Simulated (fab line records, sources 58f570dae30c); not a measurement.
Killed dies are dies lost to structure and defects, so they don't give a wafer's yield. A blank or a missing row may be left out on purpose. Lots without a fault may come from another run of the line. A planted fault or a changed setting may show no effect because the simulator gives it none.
Which tool did it? | flow berkeley_cmos170 | 13 lots, 39 wafers sampled, at 3 steps of a route of 331

WHAT THE GAUGES READ, wafer by wafer
UCB170_NLDD_CD_MEAS_06: target cd 1200 nm. Usual: cd_nm 1199.8 nm, standard deviation 1.5.
lot  | measured     | on        | cd_nm (nm)           | flag
L936 | day 7 19:01  | cd_sem-02 | 1202.2 1201.5 1200.5 |
L937 | day 7 19:25  | cd_sem-01 | 1198.8 1199.1 1199.3 |
L938 | day 8 07:14  | cd_sem-02 | 1197.4 1197.0 1196.3 |
L939 | day 8 15:20  | cd_sem-02 | 1200.0 1197.9 1199.4 |
L941 | day 8 15:56  | cd_sem-02 | 1199.0 1198.6 1200.8 |
L943 | day 9 01:59  | cd_sem-02 | - - -                | OFF
L942 | day 9 02:23  | cd_sem-01 | 1201.2 1201.2 1200.5 |
L949 | day 10 15:57 | cd_sem-01 | 1201.2 1201.1 1200.9 |
L951 | day 11 08:00 | cd_sem-01 | 1200.2 1201.1 1200.3 |
L953 | day 11 19:07 | cd_sem-02 | 1200.5 1201.3 1202.5 |
L954 | day 12 00:22 | cd_sem-02 | 1202.3 1201.3 1200.9 |
L955 | day 12 07:08 | cd_sem-02 | 1197.6 1198.5 1199.5 |
L958 | day 13 04:58 | cd_sem-01 | 1198.0 1198.2 1199.8 |

UCB170_NLDD_TW_MEAS_11. Usual: NLDD_TW 2201, standard deviation 14.
lot  | measured     | on            | NLDD_TW        | flag
L936 | day 7 19:33  | film_metro-02 | 2194 2189 2187 |
L937 | day 7 19:59  | film_metro-04 | 2213 2210 2207 |
L938 | day 8 07:48  | film_metro-01 | 2229 2227 2225 |
L939 | day 8 15:53  | film_metro-04 | 2206 2222 2217 |
L941 | day 8 16:30  | film_metro-02 | 2206 2194 2203 |
L943 | day 9 02:32  | film_metro-02 | 29 30 30       | OFF
L942 | day 9 02:56  | film_metro-04 | 2202 2202 2203 |
L949 | day 10 16:31 | film_metro-04 | 2205 2202 2208 |
L951 | day 11 08:31 | film_metro-04 | 2193 2211 2198 |
L953 | day 11 19:39 | film_metro-02 | 2200 2202 2191 |
L954 | day 12 00:55 | film_metro-02 | 2178 2182 2183 |
L955 | day 12 07:41 | film_metro-02 | 2198 2191 2183 |
L958 | day 13 05:30 | film_metro-04 | 2218 2211 2225 |

WHICH TOOL RAN EACH LOT (tool, then ch and the chambers of the sampled wafers, then the start)
lot  | UCB170_NLDD_EXPOSE_03
L936 | krf_scanner-02 ch 0, day 7 18:37
L937 | krf_scanner-01 ch 0, day 7 19:02
L938 | krf_scanner-01 ch 0, day 8 06:51
L939 | krf_scanner-01 ch 0, day 8 14:56
L941 | krf_scanner-01 ch 0, day 8 15:20
L943 | krf_scanner-01 ch 0, day 9 01:13
L942 | krf_scanner-01 ch 0, day 9 01:40
L949 | krf_scanner-01 ch 0, day 10 15:32
L951 | krf_scanner-02 ch 0, day 11 07:26
L953 | krf_scanner-01 ch 0, day 11 18:43
L954 | krf_scanner-02 ch 0, day 11 23:49
L955 | krf_scanner-01 ch 0, day 12 06:33
L958 | krf_scanner-01 ch 0, day 13 04:04
- UCB170_NLDD_EXPOSE_03: exposes mask NSELECT, target cd 1200 nm.

WHAT THE TOOLS THEMSELVES READ (means of the sampled wafers that have a number; where no wafer has one, the mark that the record gives instead)
UCB170_NLDD_EXPOSE_03. Usual: focus_offset_nm 0.0 nm, standard deviation 0.57; stage_vel_mm_s 499.97 mm/s, standard deviation 0.24.
lot  | tool           | focus_offset_nm (nm) | stage_vel_mm_s (mm/s) | flag
L936 | krf_scanner-02 | -0.1                 | 499.65                |
L937 | krf_scanner-01 | 0.1                  | 500.16                |
L938 | krf_scanner-01 | -0.2                 | 500.19                |
L939 | krf_scanner-01 | -0.7                 | 500.03                |
L941 | krf_scanner-01 | -0.5                 | 500.05                |
L943 | krf_scanner-01 | 0.1                  | 500.03                |
L942 | krf_scanner-01 | -0.2                 | 500.12                |
L949 | krf_scanner-01 | -0.0                 | 500.10                |
L951 | krf_scanner-02 | 0.5                  | 499.95                |
L953 | krf_scanner-01 | -0.4                 | 500.05                |
L954 | krf_scanner-02 | -0.2                 | 499.88                |
L955 | krf_scanner-01 | 0.7                  | 499.88                |
L958 | krf_scanner-01 | -0.2                 | 500.23                |

THE ANSWER, worked out from the rows above alone
Rule: a lot is off if the mean of its wafers that have a number lies more than 3 standard deviations from the usual mean. A lot without any number at a reading at which 4 lots or more have one is off too. The other lots that the step has rows for count as sound. The gauges are gone through in route order, then the tools' own readings, and for those a lot's mean is taken as printed above. The first step at which some lot is off is used, and at that step the reading that is off furthest; a lot without a number counts as furthest.
Off: L943, at UCB170_NLDD_CD_MEAS_06 (cd_nm). Without a number there: L943.
A tool fits if, at a process step before that reading, it ran every lot that is off, and no sound lot after the first of them. The gauges at UCB170_NLDD_CD_MEAS_06 aren't tried: what is off there is off at UCB170_NLDD_TW_MEAS_11 too, on other tools, and a gauge's error can't cause that. None of those tried fits.

WHAT THE SIMULATOR HAD PUT IN
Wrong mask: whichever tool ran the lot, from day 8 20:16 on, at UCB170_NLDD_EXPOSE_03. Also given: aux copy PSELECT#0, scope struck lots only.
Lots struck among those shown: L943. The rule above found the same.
